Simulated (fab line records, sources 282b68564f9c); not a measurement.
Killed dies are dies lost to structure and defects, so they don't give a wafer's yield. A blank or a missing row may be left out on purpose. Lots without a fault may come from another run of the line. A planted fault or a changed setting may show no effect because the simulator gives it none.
fab line records | flow rit_cmos
record lots=5 wafers=15 last_day=7
route steps=202 shown ACTIVE@1 M1@202
lots that met no fault: from a run of the same line without faults
start_h: hours from the record's first day to the start of the lot's first wafer shown | wait_h: hours since the lot's step before | " the same as in the row above | L1.1+2: a row that stands for several wafers | - no value, or no start given | * or withheld: withheld | < > ~ a bound
route shown NAME@n: a module of which the file shows steps, and the number in the route of the first | usual: mean/standard deviation of fault-free wafers | same: alike in all rows | chamber/n: place in a boat | sites: the reading at each site | _std_site: their standard deviation | _edge_site: outer sites' mean less inner sites' | radius_mm: how far each site lies from the wafer's centre | mask NAME#n: copy n | behind: the tool/chamber that last shaped the wafer | hold: why the lot was held/for how many hours/how that ended | device: the transistor (n, p or np) that didn't switch | end of line: the same wafers' tests at the end of the route | a step without rows: its recipe alone | killed: dies lost to structure and defects at the first sort, not the wafer's yield | map: a wafer's dies, x killed, . not, _ none there
set.NAME: the setting as run; set.NAME@STEP: as run at that earlier step | model.NAME: the simulator's own value behind a step, which no gauge read
lots at some steps of the route; a table a step, a row a wafer
services: from which hour (start_h, from the record's first day; less than 0 if before it) a tool's chamber was out of use, for how many hours, and why
## steps
# step RIT_ACTIVE_BOW_MEAS_00
# recipe mode=bow
# usual INCOMING_BOW=1/5.7
# columns lot.wafer tool chamber start_h wait_h INCOMING_BOW[um]
L701.2 film_metro-04 - 15.02 - 4
L701.4 " - " " 5
L701.5 " - " " -5
L703.1 film_metro-01 - 25.00 - 4
L703.3 " - " " -1
L703.4 " - " " -3
L715.2 film_metro-04 - 85.02 - -1
L715.3 " - " " -8
L715.6 " - " " 5
L718.1 film_metro-01 - 100.00 - -5
L718.3 " - " " -5
L718.4 " - " " 7
L723.1 film_metro-01 - 125.00 - 4
L723.2 " - " " -3
L723.3 " - " " 4
# step RIT_ACTIVE_OXIDATION_01
# recipe temp_c=1000 ambient=O2 target_thk_a=468 ox_time_s=3360
# step RIT_ACTIVE_THK_MEAS_02
# recipe reads=SiO2_of_ACTIVE_OXIDATION_01
# usual ACTIVE_OXIDE_THK=47.0/0.94
# columns lot.wafer tool chamber start_h wait_h ACTIVE_OXIDE_THK[nm]
L701.2 film_metro-04 - 17.97 0.0 46.7
L701.4 " - " " 46.1
L701.5 " - " " 46.8
L703.1 film_metro-02 - 27.48 0.0 48.3
L703.3 " - " " 49.0
L703.4 " - " " 48.5
L715.2 film_metro-02 - 87.63 0.0 45.0
L715.3 " - " " 45.9
L715.6 " - " " 45.9
L718.1 film_metro-01 - 102.18 0.0 46.4
L718.3 " - " " 46.2
L718.4 " - " " 47.0
L723.1 film_metro-02 - 127.05 0.0 48.8
L723.2 " - " " 48.1
L723.3 " - " " 48.4
# step RIT_ACTIVE_CVD_03
# recipe material=Si3N4 target_thk_nm=150 temp_c=810 precursor=SiH2Cl2/NH3 time_s=1500 pressure_mtorr=300 sih2cl2_flow_sccm=60 nh3_flow_sccm=150
# step RIT_ACTIVE_THK_MEAS_04
# recipe reads=Si3N4_of_ACTIVE_CVD_03
# usual ACTIVE_NITRIDE_THK=149.4/1.4
# columns lot.wafer tool chamber start_h wait_h ACTIVE_NITRIDE_THK[nm]
L701.2 film_metro-01 - 19.70 0.0 151.0
L701.4 " - " " 149.6
L701.5 " - " " 149.4
L703.1 film_metro-02 - 28.95 0.0 149.7
L703.3 " - " " 149.0
L703.4 " - " " 149.9
L715.2 film_metro-04 - 89.11 0.0 150.2
L715.3 " - " " 148.9
L715.6 " - " " 149.7
L718.1 film_metro-01 - 103.65 0.0 149.9
L718.3 " - " " 149.3
L718.4 " - " " 151.6
L723.1 film_metro-01 - 128.53 0.0 150.8
L723.2 " - " " 150.2
L723.3 " - " " 149.8
# step RIT_ACTIVE_HMDS_05
# recipe prime_time_s=60 prime_temp_c=140
# step RIT_ACTIVE_COAT_06
# recipe resist=NOVOLAK spin_rpm=3250 resist_thk_nm=995
# step RIT_ACTIVE_SOFTBAKE_07
# recipe resist=NOVOLAK temp_c=90 time_s=60
# step RIT_ACTIVE_EXPOSE_08
# recipe mask_id=M1 na=0.6 source_shape=conventional sigma_outer=0.6 target_cd_nm=1400 dose_mj=225
# step RIT_ACTIVE_PEB_09
# recipe resist=NOVOLAK temp_c=withheld time_s=withheld
# step RIT_ACTIVE_DEVELOP_10
# recipe resist=NOVOLAK develop_time_s=50 dev_temp_c=23
# columns lot.wafer tool chamber start_h wait_h
L701.2+4+5 litho_track-04 0 20 -
L703.1+3+4 litho_track-03 0 29 -
L715.2+3+6 litho_track-03 0 90 -
L718.1+3+4 litho_track-04 0 104 -
L723.1+2+3 litho_track-04 0 129 -
# step RIT_ACTIVE_CD_MEAS_11
# recipe target_cd_nm=1400
# usual cd_nm=1399.8/2.2
# columns lot.wafer tool chamber start_h wait_h cd_nm
L701.2 cd_sem-01 - 20.62 - 1398.8
L701.4 " - " " 1397.4
L701.5 " - " " 1398.7
L703.1 cd_sem-02 - 30.06 - 1402.0
L703.3 " - " " 1404.4
L703.4 " - " " 1401.7
L715.2 cd_sem-01 - 90.40 - 1393.1
L715.3 " - " " 1394.8
L715.6 " - " " 1395.3
L718.1 cd_sem-01 - 104.80 - 1398.9
L718.3 " - " " 1397.1
L718.4 " - " " 1401.2
L723.1 cd_sem-01 - 129.44 - 1402.4
L723.2 " - " " 1400.7
L723.3 " - " " 1400.1
# step RIT_ACTIVE_HARDBAKE_12
# recipe resist=NOVOLAK temp_c=140 time_s=60
# step RIT_ACTIVE_ETCH_13
# recipe stop_on=SiO2 chemistry=SF6 target=Si3N4 time_s=210 over_etch_frac=0.4 SF6_flow_sccm=200 pressure_mtorr=260 rf_w=125 target_depth_a=2100
# usual drypump_motor_current_A=5.5/0.38 oes_product_au=0.818/0.014 throttle_valve_pct=7.47/0.11
# same over_etch_frac=0.4
# columns lot.wafer tool chamber start_h wait_h drypump_motor_current_A oes_product_au rf_hours_counter_h throttle_valve_pct
L701.2 rie_diel-01 1 20.87 0.1 5.5 0.833 156 7.48
L701.4 " 2 " " 5.9 0.815 57 7.47
L701.5 " 0 " " 5.0 0.833 - 7.39
L703.1 rie_diel-01 3 30.33 0.1 5.4 0.815 77 7.45
L703.3 " 0 " " 5.0 0.828 3 7.39
L703.4 " 2 " " 5.9 0.808 57 7.44
L715.2 rie_diel-04 2 90.65 0.1 5.8 0.794 8 7.77
L715.3 " 3 " " 5.8 0.830 49 7.49
L715.6 " 2 " " 5.8 0.808 - 7.77
L718.1 rie_diel-03 2 105.09 0.1 6.1 0.825 0 7.29
L718.3 " 1 " " 5.2 0.814 - 7.39
L718.4 " 2 " " 6.1 0.830 - 7.29
L723.1 rie_diel-03 1 129.71 0.1 5.2 0.809 6 7.39
L723.2 " 2 " " 6.1 0.823 1 7.31
L723.3 " 3 " " 5.7 0.796 0 7.50
# step RIT_ACTIVE_STRIP_14
# recipe chemistry=O2 time_s=180 resist=NOVOLAK platen_temp_c=withheld power_w=500 pressure_mtorr=4000 o2_flow_sccm=4000
# usual drypump_motor_current_A=5.9/0.41 rf_refl_power_W=6.6/0.55
# columns lot.wafer tool chamber start_h wait_h drypump_motor_current_A rf_hours_counter_h rf_refl_power_W
L701.2 plasma_asher-03 1 21.00 0.1 5.6 38 7.6
L701.4 " 1 " " 5.6 - 7.5
L701.5 " 1 " " 5.6 - 7.5
L703.1 plasma_asher-02 0 30.46 0.1 6.0 39 7.4
L703.3 " 0 " " 6.0 - 7.6
L703.4 " 1 " " 5.4 - 6.0
L715.2 plasma_asher-03 1 90.78 0.1 5.7 46 7.4
L715.3 " 0 " " 5.8 - 6.6
L715.6 " 1 " " 5.7 - 7.6
L718.1 plasma_asher-01 1 105.29 0.1 6.5 49 6.4
L718.3 " 1 " " 6.5 - 5.9
L718.4 " 0 " " 5.4 - 6.3
L723.1 plasma_asher-02 1 129.84 0.1 5.4 44 6.4
L723.2 " 0 " " 6.1 44 7.1
L723.3 " 0 " " 6.1 - 7.5
# step RIT_ACTIVE_CD_MEAS_90
# recipe target_cd_nm=1400
# usual cd_nm=1399.8/2.2
# columns lot.wafer tool chamber start_h wait_h cd_nm
L701.2 cd_sem-01 - 21.19 0.1 1398.7
L701.4 " - " " 1397.4
L701.5 " - " " 1399.1
L703.1 cd_sem-01 - 30.64 0.1 1401.6
L703.3 " - " " 1404.1
L703.4 " - " " 1401.6
L715.2 cd_sem-01 - 90.98 0.1 1392.9
L715.3 " - " " 1394.9
L715.6 " - " " 1394.8
L718.1 cd_sem-01 - 105.47 0.1 1398.8
L718.3 " - " " 1396.6
L718.4 " - " " 1400.9
L723.1 cd_sem-01 - 130.02 0.1 1402.0
L723.2 " - " " 1400.6
L723.3 " - " " 1400.2
# step RIT_ACTIVE_CLEAN_15
# recipe chemistry=SC1 mix=3:3:50 time_s=589 temp_c=75
# step RIT_M1_PROBE_99
# usual killed_at_contacts=0.0/0.2 killed_at_front_end=6.8/2.9 killed_dies=6.8/2.9 killed_open=3.3/1.9 killed_short=3.5/2
# same gross_dies=264 killed_at_M0_to_M3=0 killed_at_M4_up=0 killed_at_back_side=0 killed_at_other=0
# columns lot.wafer tool chamber start_h wait_h killed_at_contacts killed_at_front_end killed_dies killed_open killed_short
L701.2 prober-02 - 71.15 0.1 0 6 6 2 4
L701.4 prober-02 - 71.25 0.2 1 12 13 4 7
L701.5 prober-02 - 71.30 0.2 0 12 12 4 8
L703.1 prober-02 - 84.99 0.1 0 11 11 3 8
L703.3 prober-02 - 85.09 0.2 0 4 4 3 1
L703.4 prober-02 - 85.14 0.2 0 8 8 2 6
L715.2 prober-02 - 145.57 0.1 0 4 4 1 3
L715.3 prober-02 - 145.62 0.2 0 4 4 1 3
L715.6 prober-02 - 145.77 0.2 0 10 10 8 2
L718.1 prober-01 - 155.62 0.1 0 12 12 6 6
L718.3 prober-01 - 155.72 0.2 0 6 6 4 2
L718.4 prober-01 - 155.77 0.2 0 7 7 1 6
L723.1 prober-02 - 175.71 0.1 0 3 3 2 1
L723.2 prober-02 - 175.76 0.1 0 7 7 2 5
L723.3 prober-02 - 175.81 0.2 0 3 3 1 2
# killed by level:class
L701.2 FOX1:geometric_particle:open=2 FOX2:geometric_particle:short=1 GATE:geometric_particle:short=1 REOX:geometric_particle:short=1 SPACER:geometric_particle:short=1
L701.4 FOX1:geometric_particle:short=3 FOX1:geometric_particle:open=2 NLDD:coat_microbubble_printed=2 FOX2:geometric_particle:short=1 GATE:geometric_particle:open=1 GATE:geometric_particle:short=1 REOX:geometric_particle:open=1 SPACER:geometric_particle:short=1
L701.5 SPACER:geometric_particle:short=3 FOX1:geometric_particle:short=2 FOX2:geometric_particle:open=2 FOX2:geometric_particle:short=1 GATE:geometric_particle:short=1 GATE:geometric_particle:open=1 SILICIDE:geometric_particle:short=1 SILICIDE:geometric_particle:open=1
L703.1 SPACER:geometric_particle:short=4 REOX:geometric_particle:open=2 FOX1:geometric_particle:short=1 FOX1:geometric_particle:open=1 GATE:geometric_particle:short=1 REOX:geometric_particle:short=1 SILICIDE:geometric_particle:short=1
L703.3 SPACER:geometric_particle:open=2 FOX1:geometric_particle:short=1 REOX:geometric_particle:open=1
L703.4 GATE:geometric_particle:short=2 SPACER:geometric_particle:short=2 FOX2:geometric_particle:short=1 REOX:geometric_particle:short=1 REOX:geometric_particle:open=1 SPACER:geometric_particle:open=1
L715.2 GATE:geometric_particle:short=2 FOX2:geometric_particle:open=1 SPACER:geometric_particle:short=1
L715.3 FOX1:geometric_particle:short=1 GATE:geometric_particle:open=1 GATE:geometric_particle:short=1 SILICIDE:geometric_particle:short=1
L715.6 GATE:geometric_particle:open=5 SPACER:geometric_particle:short=2 SPACER:geometric_particle:open=2 SILICIDE:geometric_particle:open=1
L718.1 GATE:geometric_particle:short=4 GATE:geometric_particle:open=3 FOX1:geometric_particle:open=1 FOX1:geometric_particle:short=1 FOX2:geometric_particle:open=1 SPACER:geometric_particle:short=1 SILICIDE:geometric_particle:open=1
L718.3 SPACER:geometric_particle:open=2 FOX1:geometric_particle:open=1 GATE:geometric_particle:short=1 GATE:geometric_particle:open=1 SILICIDE:geometric_particle:short=1
L718.4 GATE:geometric_particle:short=3 SILICIDE:geometric_particle:short=2 FOX2:geometric_particle:open=1 SPACER:geometric_particle:short=1
L723.1 FOX1:geometric_particle:open=1 REOX:geometric_particle:short=1 REOX:geometric_particle:open=1
L723.2 REOX:geometric_particle:short=2 ACTIVE:geometric_particle:open=1 FOX1:geometric_particle:short=1 FOX2:geometric_particle:open=1 FOX2:geometric_particle:short=1 GATE:geometric_particle:short=1
L723.3 GATE:geometric_particle:short=1 SILICIDE:geometric_particle:open=1 SILICIDE:geometric_particle:short=1
## services
# columns tool chamber start_h hours kind
rie_diel-04 0 9.87 2.6 repair
plasma_asher-01 - 15.29 2.2 repair
rie_diel-04 - 47.35 2.8 pm
rie_diel-03 - 72.23 0.4 repair
plasma_asher-02 - 72.88 49.5 pm
rie_diel-03 2 76.22 - clean
rie_diel-03 2 76.22 24.6 scheduled_down
rie_diel-03 2 76.22 24.6 vent_cycle
rie_diel-01 2 84.55 14.7 repair
plasma_asher-03 - 91.42 15.0 pm
rie_diel-03 3 100.78 - clean
rie_diel-03 3 100.78 16.7 scheduled_down
rie_diel-03 3 100.78 16.7 vent_cycle
rie_diel-03 0 103.13 20.8 repair
plasma_asher-01 - 106.39 14.1 pm
rie_diel-04 2 109.09 2.8 repair
rie_diel-01 1 114.64 - clean
rie_diel-01 1 114.64 22.7 scheduled_down
rie_diel-01 1 114.64 22.7 vent_cycle
plasma_asher-01 - 120.52 9.0 pm
plasma_asher-01 0 120.52 9.0 vent_cycle
plasma_asher-01 1 120.52 9.0 vent_cycle
plasma_asher-02 - 122.41 2.8 pm
plasma_asher-01 0 129.52 - clean
## key
first_sign step=RIT_ACTIVE_CD_MEAS_11 reading=cd_nm direction=down sigmas=2.4 usual=1399.8 struck=1394.4 through=control_loop
effect step=RIT_ACTIVE_CD_MEAS_90 reading=cd_nm direction=down sigmas=2.5 usual=1399.8 struck=1394.2 through=control_loop
met_at RIT_ACTIVE_DEVELOP_10
struck_wafers L715.2,L715.3,L715.6
tester_left_out L715
loop_trim step=RIT_ACTIVE_EXPOSE_08 setting=dose lots=L715
onset_between 29 90
also_fits RIT_ACTIVE_ETCH_13:rie_diel-04,RIT_ACTIVE_STRIP_14:plasma_asher-03
fault kind=process_parameter_drift tool=litho_track-03 chamber=- onset_h=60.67 steps=RIT_ACTIVE_DEVELOP_10 channel=develop_time_s offset=* shape=step end_h=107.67 acts_in=* stated=*
# tester_left_out: of these lots the tester's yield and bins aren't shown, on N5 and GAA mostly nor the transistor test; their killed dies are dies lost to structure and defects alone, not to doping, threshold or leakage, so they don't give the yield
# loop_trim: a control loop set the setting to another value than it would have without faults
